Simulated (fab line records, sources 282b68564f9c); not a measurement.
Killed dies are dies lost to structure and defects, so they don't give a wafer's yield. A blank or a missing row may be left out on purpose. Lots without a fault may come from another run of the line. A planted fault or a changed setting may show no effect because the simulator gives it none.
Which tool did it? | flow rit_cmos | 15 lots, 45 wafers sampled, at 3 steps of a route of 202

WHAT THE GAUGES READ, wafer by wafer
RIT_NLDD_TW_MEAS_10. Usual: NLDD_TW 2466, standard deviation 27.
lot  | measured    | on            | NLDD_TW        | flag
L108 | day 2 19:58 | film_metro-01 | 2460 2465 2459 |
L109 | day 3 03:31 | film_metro-02 | 2460 2457 2467 |
L110 | day 3 08:21 | film_metro-01 | 2433 2438 2434 |
L111 | day 3 10:48 | film_metro-02 | 2462 2449 2454 |
L112 | day 3 18:48 | film_metro-01 | 2429 2437 2436 |
L113 | day 3 21:53 | film_metro-03 | 2486 2478 2486 |
L114 | day 4 06:02 | film_metro-02 | 2476 2474 2462 |
L115 | day 4 08:35 | film_metro-03 | 2496 2498 2497 |
L116 | day 4 16:04 | film_metro-02 | 2459 2470 2458 |
L117 | day 4 18:31 | film_metro-01 | 2450 2460 2452 |
L120 | day 5 11:23 | film_metro-01 | 2432 2459 2453 |
L122 | day 5 20:52 | film_metro-03 | 2483 2483 2475 |
L125 | day 6 12:07 | film_metro-02 | 2967 2961 2958 | OFF
L127 | day 6 21:37 | film_metro-01 | 2854 2870 2873 | OFF
L131 | day 7 14:58 | film_metro-03 | 2971 2938 2954 | OFF

RIT_SDANNEAL_RS_MEAS_07: measures by four-point-probe. Usual: NLDD_RS 151.6 ohm/sq, standard deviation 0.4.
lot  | measured    | on            | NLDD_RS (ohm/sq)  | flag
L108 | day 3 04:06 | film_metro-01 | 151.6 151.7 151.8 |
L109 | day 3 11:14 | film_metro-01 | 151.8 151.5 151.5 |
L110 | day 3 17:04 | film_metro-03 | 150.3 151.4 151.0 |
L111 | day 3 19:04 | film_metro-03 | 151.0 152.0 151.2 |
L112 | day 4 03:25 | film_metro-01 | 151.8 151.5 152.0 |
L113 | day 4 05:37 | film_metro-03 | 151.0 151.2 151.0 |
L114 | day 4 14:31 | film_metro-03 | 151.3 151.2 151.7 |
L115 | day 4 17:20 | film_metro-03 | 151.5 151.4 151.3 |
L116 | day 4 23:43 | film_metro-01 | 151.3 151.5 151.8 |
L117 | day 5 02:16 | film_metro-02 | 151.4 151.4 151.2 |
L120 | day 5 20:37 | film_metro-01 | 152.0 151.8 151.7 |
L122 | day 6 05:45 | film_metro-01 | 151.9 151.5 151.1 |
L125 | day 6 20:10 | film_metro-01 | 86.9 86.8 86.9    | OFF
L127 | day 7 05:57 | film_metro-03 | 86.8 86.9 86.8    | OFF
L131 | day 7 23:49 | film_metro-03 | 86.4 86.5 86.5    | OFF

WHICH TOOL RAN EACH LOT (tool, then ch and the chambers of the sampled wafers, then the start)
lot  | RIT_NLDD_IMPLANT_08
L108 | implanter-04 ch 0, day 2 19:39
L109 | implanter-04 ch 0, day 3 03:13
L110 | implanter-01 ch 0, day 3 08:02
L111 | implanter-04 ch 0, day 3 10:30
L112 | implanter-04 ch 0, day 3 18:30
L113 | implanter-01 ch 0, day 3 21:33
L114 | implanter-01 ch 0, day 4 05:43
L115 | implanter-02 ch 0, day 4 08:18
L116 | implanter-02 ch 0, day 4 15:46
L117 | implanter-04 ch 0, day 4 18:12
L120 | implanter-01 ch 0, day 5 11:05
L122 | implanter-01 ch 0, day 5 20:34
L125 | implanter-01 ch 0, day 6 11:31
L127 | implanter-01 ch 0, day 6 20:58
L131 | implanter-01 ch 0, day 7 14:22
- RIT_NLDD_IMPLANT_08

WHAT THE TOOLS THEMSELVES READ (means of the sampled wafers that have a number; where no wafer has one, the mark that the record gives instead)
RIT_NLDD_IMPLANT_08. Usual: beam_on_s 10.00 s, standard deviation 0.19; dose_ions_cm2 5.001e+14, standard deviation 4.9e+11; faraday_current_uA 1571, standard deviation 29.
lot  | tool         | beam_on_s (s) | dose_ions_cm2 | faraday_current_uA | flag
L108 | implanter-04 | 10.13         | 5.001e+14     | 1553               |
L109 | implanter-04 | 10.09         | 5.005e+14     | 1558               |
L110 | implanter-01 | 10.06         | 4.996e+14     | 1562               |
L111 | implanter-04 | 10.05         | 5.007e+14     | 1568               |
L112 | implanter-04 | 9.84          | 4.997e+14     | 1600               |
L113 | implanter-01 | 10.07         | 5.002e+14     | 1562               |
L114 | implanter-01 | 9.89          | 5.004e+14     | 1591               |
L115 | implanter-02 | 10.07         | 5.003e+14     | 1564               |
L116 | implanter-02 | 10.00         | 4.997e+14     | 1570               |
L117 | implanter-04 | 10.02         | 5.004e+14     | 1572               |
L120 | implanter-01 | 9.98          | 5.002e+14     | 1570               |
L122 | implanter-01 | 10.00         | 5.002e+14     | 1571               |
L125 | implanter-01 | 9.97          | 5.002e+14     | 1572               |
L127 | implanter-01 | 10.07         | 4.993e+14     | 1559               |
L131 | implanter-01 | 10.03         | 5.000e+14     | 1566               |

THE ANSWER, worked out from the rows above alone
Rule: a lot is off if the mean of its wafers that have a number lies more than 3 standard deviations from the usual mean. A lot without any number at a reading at which 4 lots or more have one is off too. The other lots that the step has rows for count as sound. The gauges are gone through in route order, then the tools' own readings, and for those a lot's mean is taken as printed above. The first step at which some lot is off is used, and at that step the reading that is off furthest; a lot without a number counts as furthest.
Off: L125, L127, L131, at RIT_NLDD_TW_MEAS_10 (NLDD_TW).
A tool fits if, at a process step before that reading, it ran every lot that is off, and no sound lot after the first of them. The gauges at RIT_NLDD_TW_MEAS_10 are tried like those tools. One fits: implanter-01 at RIT_NLDD_IMPLANT_08. Its last sound lot is L122 (day 5 20:34), its first lot that is off L125 (day 6 11:31): a fault that began between those two fits.

WHAT THE SIMULATOR HAD PUT IN
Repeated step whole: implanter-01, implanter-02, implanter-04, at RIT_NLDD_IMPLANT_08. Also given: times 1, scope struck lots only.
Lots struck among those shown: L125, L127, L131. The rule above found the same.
